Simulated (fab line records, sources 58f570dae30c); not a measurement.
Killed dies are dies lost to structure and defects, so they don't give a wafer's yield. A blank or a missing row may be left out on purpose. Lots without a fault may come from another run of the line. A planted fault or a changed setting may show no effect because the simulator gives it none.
Which tool did it? | flow berkeley_cmos170 | 13 lots, 38 wafers sampled, at 1 step of a route of 331

WHAT THE GAUGES READ, wafer by wafer
UCB170_PVT_TW_MEAS_09. Usual: PVT_TW 512, standard deviation 5.8.
lot  | measured     | on            | PVT_TW      | flag
L387 | day 6 06:11  | film_metro-04 | 522 521 520 |
L389 | day 6 07:20  | film_metro-03 | 514 509 513 |
L388 | day 6 20:13  | film_metro-03 | 512 513 511 |
L392 | day 7 05:57  | film_metro-04 | 518 519 520 |
L393 | day 7 06:07  | film_metro-04 | 520 516 518 |
L394 | day 7 23:05  | film_metro-03 | 512 511 509 |
L396 | day 8 08:19  | film_metro-02 | 508 507     |
L402 | day 8 18:38  | film_metro-03 | 513 512 511 |
L403 | day 8 19:06  | film_metro-02 | 508 508 508 |
L406 | day 9 17:52  | film_metro-03 | 514 515 512 |
L405 | day 9 18:15  | film_metro-02 | 504 503 504 |
L408 | day 10 04:28 | film_metro-02 | 507 503 504 |
L407 | day 10 04:32 | film_metro-04 | 519 521 523 |

WHICH TOOL RAN EACH LOT (tool, then ch and the chambers of the sampled wafers, then the start)
The record holds no process step before these readings.

WHAT THE TOOLS THEMSELVES READ (means of the sampled wafers that have a number; where no wafer has one, the mark that the record gives instead)
The record holds no such reading with a usual standard deviation.

THE ANSWER, worked out from the rows above alone
Rule: a lot is off if the mean of its wafers that have a number lies more than 3 standard deviations from the usual mean. A lot without any number at a reading at which 4 lots or more have one is off too. The other lots that the step has rows for count as sound. The gauges are gone through in route order, then the tools' own readings, and for those a lot's mean is taken as printed above. The first step at which some lot is off is used, and at that step the reading that is off furthest; a lot without a number counts as furthest.
No lot is off at any reading shown: from this, nothing can be told.

WHAT THE SIMULATOR HAD PUT IN
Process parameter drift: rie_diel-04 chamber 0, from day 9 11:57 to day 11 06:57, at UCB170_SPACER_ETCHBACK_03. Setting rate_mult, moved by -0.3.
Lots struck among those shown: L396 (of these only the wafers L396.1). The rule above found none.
